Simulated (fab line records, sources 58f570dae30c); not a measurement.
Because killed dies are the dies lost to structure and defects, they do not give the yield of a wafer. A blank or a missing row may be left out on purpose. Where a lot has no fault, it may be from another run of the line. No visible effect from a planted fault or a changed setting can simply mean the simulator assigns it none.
What tool caused it?	flow berkeley-cmos170	7 lots with 21 wafers sampled at 2 steps, on a route of 331 steps

WHAT THE GAUGES SHOWED, per wafer
UCB170_NWELL_THK_MEAS_05.
lot	measured	on	NWELL_NITRIDE_THK (nm)
L633	day 2 09:43	film-metro-01	226.3 224.4 226.2
L635	day 2 17:31	film-metro-04	227.4 227.3 226.8
L637	day 3 09:07	film-metro-04	444.8 441.8 443.5
L641	day 4 03:56	film-metro-02	227.2 225.5 225.8
L646	day 5 11:33	film-metro-01	223.9 223.8 222.6
L650	day 6 05:07	film-metro-04	223.4 222.2 223.2
L654	day 6 22:46	film-metro-02	222.2 220.6 220.8

EACH LOT AND THE TOOL THAT RAN IT (in order: tool; ch and the chambers of the sampled wafers; start)
lot	UCB170_NWELL_CVD_04
L633	lpcvd-02 ch 1, day 2 07:45
L635	lpcvd-01 ch 1, day 2 15:35
L637	lpcvd-01 ch 0, day 3 03:54 and lpcvd-02 ch 0, day 3 07:11
L641	lpcvd-02 ch 0, day 4 01:01
L646	lpcvd-01 ch 1, day 5 09:36
L650	lpcvd-01 ch 1, day 6 03:11
L654	lpcvd-01 ch 1, day 6 20:48
- UCB170_NWELL_CVD_04: deposits Si3N4 from SiH2Cl2/NH3, target thk 224 nm, time 3360 s.

THE ANSWER, worked out from the rows above alone
Rule: usual is defined by the lots themselves. Put in order of their means at a reading, lots are off if they are a third of the lots or fewer, leave a main group of 4 or more, and stand apart from it by a gap of 3 or more times the standard deviation of the main group's means; of several such gaps the widest counts. If all means in a main group match to the digits the tables above print for the reading, that group is not used. Also off: a lot with no number at a reading for which 4 or more lots have one. Any other lot the step has rows for is counted as sound.
Off: at UCB170_NWELL_THK_MEAS_05 (NWELL_NITRIDE_THK), L637. The main group has a mean of 224.4 nm with a standard deviation of 2.1.
If a tool, at a process step before that reading, ran all the lots that are off and no sound lot after the first of them, it fits. Those tools and the gauges at UCB170_NWELL_THK_MEAS_05 are tried in the same way. Not one of the candidates tried fits.

WHAT THE SIMULATOR PUT IN
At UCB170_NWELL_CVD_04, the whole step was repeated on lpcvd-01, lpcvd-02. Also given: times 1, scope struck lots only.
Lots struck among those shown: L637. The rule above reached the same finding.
